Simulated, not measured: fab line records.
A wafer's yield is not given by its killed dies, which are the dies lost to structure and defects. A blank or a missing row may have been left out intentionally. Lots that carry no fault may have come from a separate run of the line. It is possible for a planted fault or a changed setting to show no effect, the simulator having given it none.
What tool caused it? | flow ritCmos | 14 lots with 42 wafers sampled at 2 steps, on a route of 202 steps

WHAT THE GAUGES READ, wafer by wafer
Not one reading of a measure or inspect step in the record can be checked against a usual standard deviation.

WHAT TOOL EACH LOT RAN ON (gives the tool, then ch and the chambers of the sampled wafers, and finally the start)
lot  | RIT_CONTACT_STRIP_12               | RIT_M1_PROBE_99
L798 | plasmaAsher-02 ch 0,1, day 3 22:57 | prober-02, day 4 03:40
L801 | plasmaAsher-01 ch 0,1, day 4 23:29 | prober-01, day 5 04:25
L804 | plasmaAsher-04 ch 0,1, day 5 11:56 | prober-01, day 5 16:46
L806 | plasmaAsher-04 ch 0,1, day 6 01:35 | prober-01, day 6 08:16
L809 | plasmaAsher-04 ch 0,1, day 6 11:53 | prober-02, day 6 17:26
L812 | plasmaAsher-04 ch 0,1, day 6 20:46 | prober-02, day 7 03:16
L810 | plasmaAsher-02 ch 0,1, day 6 20:55 | prober-01, day 7 01:40
L813 | plasmaAsher-04 ch 0,1, day 7 02:02 | prober-02, day 7 06:46
L815 | plasmaAsher-04 ch 0,1, day 7 06:27 | prober-02, day 7 12:14
L816 | plasmaAsher-04 ch 0,1, day 7 10:10 | prober-01, day 7 14:59
L818 | plasmaAsher-02 ch 0,1, day 7 18:44 | prober-01, day 7 23:29
L819 | plasmaAsher-04 ch 0,1, day 7 19:46 | prober-02, day 8 00:50
L820 | plasmaAsher-04 ch 0,1, day 8 02:05 | prober-01, day 8 06:48
L821 | plasmaAsher-02 ch 0,1, day 8 04:49 | prober-02, day 8 09:31
- RIT_CONTACT_STRIP_12: strips in O2, time 180 s.
- RIT_M1_PROBE_99

AS READ BY THE TOOLS THEMSELVES (means over the sampled wafers that have a number; for cases with no such wafer, the mark the record gives instead)
RIT_CONTACT_STRIP_12.
lot  | tool           | chamberPressureMTorr (mTorr) | drypumpMotorCurrentA (A)
L798 | plasmaAsher-02 | 3998                         | 5.8
L801 | plasmaAsher-01 | 4000                         | 5.3
L804 | plasmaAsher-04 | 4001                         | 5.6
L806 | plasmaAsher-04 | 4000                         | 5.4
L809 | plasmaAsher-04 | 3998                         | 5.4
L812 | plasmaAsher-04 | 4000                         | 5.5
L810 | plasmaAsher-02 | 3997                         | 6.2
L813 | plasmaAsher-04 | 3997                         | 5.6
L815 | plasmaAsher-04 | -                            | -
L816 | plasmaAsher-04 | -                            | -
L818 | plasmaAsher-02 | 4000                         | 5.8
L819 | plasmaAsher-04 | 4003                         | 5.4
L820 | plasmaAsher-04 | 3997                         | 5.6
L821 | plasmaAsher-02 | 3998                         | 6.2

RIT_M1_PROBE_99.
lot  | tool      | killed_at_M0_to_M3 | killedAtContacts | killedAtFrontEnd | killedDies | killedOnRim | killedOpen | killedShort
L798 | prober-02 | 0.0                | 0.0              | 5                | 5          | 1.3         | 1.0        | 3.7
L801 | prober-01 | 0.0                | 0.0              | 7                | 7          | 2.0         | 4.3        | 3.0
L804 | prober-01 | 0.0                | 0.0              | 6                | 6          | 1.3         | 3.0        | 3.0
L806 | prober-01 | 0.0                | 0.0              | 7                | 7          | 1.3         | 3.3        | 3.3
L809 | prober-02 | 0.0                | 0.0              | 7                | 7          | 2.0         | 4.3        | 2.3
L812 | prober-02 | 0.0                | 0.3              | 4                | 4          | 1.3         | 1.3        | 2.7
L810 | prober-01 | 0.0                | 0.0              | 4                | 4          | 1.3         | 2.3        | 2.0
L813 | prober-02 | 0.0                | 0.0              | 4                | 4          | 1.0         | 1.7        | 2.7
L815 | prober-02 | 257.7              | 0.0              | 6                | 264        | 70.0        | 3.7        | 2.7
L816 | prober-01 | 255.7              | 0.3              | 8                | 264        | 70.0        | 4.0        | 4.3
L818 | prober-01 | 0.0                | 0.0              | 5                | 5          | 1.0         | 2.7        | 2.0
L819 | prober-02 | 0.0                | 0.0              | 6                | 6          | 1.3         | 2.3        | 3.7
L820 | prober-01 | 0.0                | 0.0              | 5                | 5          | 1.7         | 3.0        | 2.3
L821 | prober-02 | 0.0                | 0.0              | 8                | 8          | 1.0         | 3.0        | 5.3

THE ANSWER, worked out from the rows above alone
Rule: usual is defined by the lots themselves. The widest of any qualifying gaps counts: lots, ordered by their means at a reading, are off when they make up no more than a third of the lots, leave a main group of 4 or more, and stand apart from it by 3 or more times the standard deviation of that group's means. If all means in a main group match to the digits the tables above print for the reading, that group is not used. A lot without any number at a reading at which 4 lots or more have one is off too. Where the step has rows for the other lots, those lots are counted as sound. Order of review: gauges by route order, followed by the tools' own readings, for which a lot's mean as printed above is used. At the first step where some lot is off, the reading lying furthest off is the one used; lots without a number count as furthest.
Off at RIT_CONTACT_STRIP_12 (chamberPressureMTorr): L815, L816. Without a number there: L815, L816. Mean 3999 mTorr and standard deviation 1.8 in the main group.
A tool fits if, at that step or a process step before it, it ran every lot that is off, and no sound lot after the first of them. No candidate that was tried fits.

WHAT THE SIMULATOR HAD INSERTED
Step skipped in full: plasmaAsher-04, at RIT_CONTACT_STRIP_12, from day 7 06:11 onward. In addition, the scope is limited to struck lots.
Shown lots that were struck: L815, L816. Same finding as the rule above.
